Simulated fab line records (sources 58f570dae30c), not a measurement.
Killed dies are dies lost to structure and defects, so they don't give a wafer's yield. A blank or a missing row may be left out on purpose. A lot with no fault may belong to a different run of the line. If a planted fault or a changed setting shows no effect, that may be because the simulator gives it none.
What tool caused it?    flow berkeley_cmos170    13 lots, 39 wafers sampled, at 6 steps of a route of 331

== WHAT THE GAUGES SHOWED, per wafer ==
UCB170_NWELL_OVL_MEAS_12.
lot   measured     on          NWELL_OVL (nm)
L583  day 2 12:15  overlay-01  -2 5 1
L584  day 2 21:25  overlay-01  6 -2 4
L585  day 3 04:10  overlay-02  -4 -5 -1
L587  day 3 14:14  overlay-01  -2 3 2
L592  day 4 17:50  overlay-02  - - -
L594  day 5 03:12  overlay-02  -12 -7 -7
L595  day 5 03:21  overlay-01  -12 -4 -7
L600  day 6 09:01  overlay-02  -2 -3 -5
L601  day 6 09:13  overlay-01  -1 -2 5
L602  day 6 16:03  overlay-01  8 3 5
L603  day 6 16:10  overlay-02  -3 -11 -3
L604  day 7 03:31  overlay-02  0 -6 4
L605  day 7 03:49  overlay-02  -7 -4 3

UCB170_NWELL_TW_MEAS_16.
lot   measured     on             NWELL_TW
L583  day 2 12:38  film_metro-04  1229 1223 1238
L584  day 2 21:48  film_metro-02  1247 1239 1246
L585  day 3 04:34  film_metro-03  1221 1225 1231
L587  day 3 14:38  film_metro-04  1236 1236 1238
L592  day 4 18:14  film_metro-04  30 29 29
L594  day 5 03:35  film_metro-04  1232 1229 1231
L595  day 5 03:44  film_metro-03  1230 1224 1232
L600  day 6 09:28  film_metro-04  1230 1228 1225
L601  day 6 09:36  film_metro-03  1246 1238 1233
L602  day 6 16:26  film_metro-04  1231 1223 1224
L603  day 6 16:34  film_metro-02  1247 1257 1255
L604  day 7 03:54  film_metro-02  1262 1266 1271
L605  day 7 04:14  film_metro-04  1238 1237 1240

UCB170_PWELL_OVL_MEAS_13.
lot   measured     on          PWELL_OVL (nm)
L583  day 3 06:29  overlay-02  -1 -9 -5
L584  day 3 16:23  overlay-02  -2 -6 -8
L585  day 4 00:03  overlay-02  -2 -4 -4
L587  day 4 11:23  overlay-01  0 7 3
L594  day 5 23:13  overlay-01  4 8 7
L595  day 5 22:41  overlay-01  -1 -5 -11
L600  day 7 04:01  overlay-01  -2 -1 3
L601  day 7 03:45  overlay-01  0 2 6
L602  day 7 09:52  overlay-02  2 5 10
L603  day 7 09:16  overlay-02  -4 -2 -10
L604  day 7 23:20  overlay-02  3 0 3
L605  day 7 23:26  overlay-01  7 2 2

UCB170_PFIELD_TW_MEAS_09.
lot   measured     on             PFIELD_TW
L583  day 4 21:14  film_metro-02  603 606 605
L584  day 5 09:31  film_metro-02  607 606 604
L585  day 5 09:45  film_metro-04  593 590 596
L587  day 6 03:26  film_metro-04  590 589 590
L594  day 7 11:02  film_metro-02  607 610 605
L595  day 7 11:19  film_metro-04  600 598 600
L600  day 9 07:28  film_metro-04  594 595 592
L601  day 8 22:28  film_metro-02  604 603 603
L602  day 9 07:09  film_metro-03  597 598 598
L603  day 9 07:12  film_metro-02  603 604 604
L604  day 9 19:50  film_metro-03  594 597 597
L605  day 9 20:07  film_metro-04  595 595 596

== WHICH TOOL RAN EACH LOT (tool, then ch and the chambers of the sampled wafers, then the start) ==
lot   UCB170_NWELL_EXPOSE_09            UCB170_PFIELD_STRIP_08
L583  krf_scanner-01 ch 0, day 2 11:52  plasma_asher-03 ch 0,1, day 4 21:08
L584  krf_scanner-01 ch 0, day 2 20:44  plasma_asher-02 ch 0,1, day 5 09:25
L585  krf_scanner-01 ch 0, day 3 03:29  plasma_asher-02 ch 0,1, day 5 09:38
L587  krf_scanner-01 ch 0, day 3 13:25  plasma_asher-02 ch 0,1, day 6 03:21
L592  krf_scanner-01 ch 0, day 4 16:57  -
L594  krf_scanner-02 ch 0, day 5 02:49  plasma_asher-04 ch 0,1, day 7 10:56
L595  krf_scanner-02 ch 0, day 5 02:55  plasma_asher-03 ch 0,1, day 7 11:13
L600  krf_scanner-02 ch 0, day 6 08:02  plasma_asher-02 ch 0,1, day 9 07:22
L601  krf_scanner-01 ch 0, day 6 08:20  plasma_asher-02 ch 0,1, day 8 22:21
L602  krf_scanner-02 ch 0, day 6 15:39  plasma_asher-04 ch 0,1, day 9 07:03
L603  krf_scanner-02 ch 0, day 6 15:49  plasma_asher-03 ch 0,1, day 9 07:07
L604  krf_scanner-01 ch 0, day 7 03:07  plasma_asher-04 ch 0,1, day 9 19:44
L605  krf_scanner-02 ch 0, day 7 03:26  plasma_asher-03 ch 0,1, day 9 20:01
- UCB170_NWELL_EXPOSE_09: exposes mask NWELL, target cd 3000 nm.
- UCB170_PFIELD_STRIP_08: strips in O2.

== AS READ BY THE TOOLS THEMSELVES (means over the sampled wafers that have a number; for cases with no such wafer, the mark the record gives instead) ==
UCB170_NWELL_EXPOSE_09.
lot   tool            reticle_temp_C (C)
L583  krf_scanner-01  22.99
L584  krf_scanner-01  23.04
L585  krf_scanner-01  23.04
L587  krf_scanner-01  22.93
L592  krf_scanner-01  22.92
L594  krf_scanner-02  22.90
L595  krf_scanner-02  22.83
L600  krf_scanner-02  23.03
L601  krf_scanner-01  22.96
L602  krf_scanner-02  23.11
L603  krf_scanner-02  22.90
L604  krf_scanner-01  22.96
L605  krf_scanner-02  22.99

UCB170_PFIELD_STRIP_08.
lot   tool             chamber_pressure_mTorr (mTorr)  drypump_motor_current_A (A)  oes_product_au (a.u.)  strip_time_to_endpoint_s (s)
L583  plasma_asher-03  3499                            6.0                          0.733                  21.69
L584  plasma_asher-02  3502                            5.9                          0.734                  21.75
L585  plasma_asher-02  3501                            5.7                          0.739                  21.61
L587  plasma_asher-02  3500                            5.7                          0.733                  21.66
L594  plasma_asher-04  3500                            5.5                          0.731                  21.66
L595  plasma_asher-03  3501                            6.0                          0.734                  21.66
L600  plasma_asher-02  3499                            5.7                          0.731                  21.57
L601  plasma_asher-02  3502                            6.0                          0.732                  21.69
L602  plasma_asher-04  3502                            5.4                          0.733                  21.66
L603  plasma_asher-03  3499                            6.0                          0.731                  21.67
L604  plasma_asher-04  3502                            5.5                          0.735                  21.67
L605  plasma_asher-03  3497                            6.0                          0.732                  21.60

== THE ANSWER, worked out from the rows above alone ==
Rule: the lots themselves supply what counts as usual. The widest of any qualifying gaps counts: lots, ordered by their means at a reading, are off when they make up no more than a third of the lots, leave a main group of 4 or more, and stand apart from it by 3 or more times the standard deviation of that group's means. If all means in a main group match to the digits the tables above print for the reading, that group is not used. Also off: a lot with no number at a reading for which 4 or more lots have one. Where the step has rows for the other lots, those lots are counted as sound. First the gauges in route order, then the tools' own readings, where a lot's mean is used as printed above. At the first step where some lot is off, the reading lying furthest off is the one used; lots without a number count as furthest.
Off: L592, seen at UCB170_NWELL_OVL_MEAS_12 (NWELL_OVL). Without a number there: L592. The main group has a mean of -2 nm with a standard deviation of 4.1.
A tool fits if, at a process step before that reading, it ran every lot that is off, and no sound lot after the first of them. The gauges at UCB170_NWELL_OVL_MEAS_12 aren't tried: what is off there is off at UCB170_NWELL_TW_MEAS_16 too, on other tools, and a gauge's error can't cause that. Of those tried, none fits.

== WHAT THE SIMULATOR HAD INSERTED ==
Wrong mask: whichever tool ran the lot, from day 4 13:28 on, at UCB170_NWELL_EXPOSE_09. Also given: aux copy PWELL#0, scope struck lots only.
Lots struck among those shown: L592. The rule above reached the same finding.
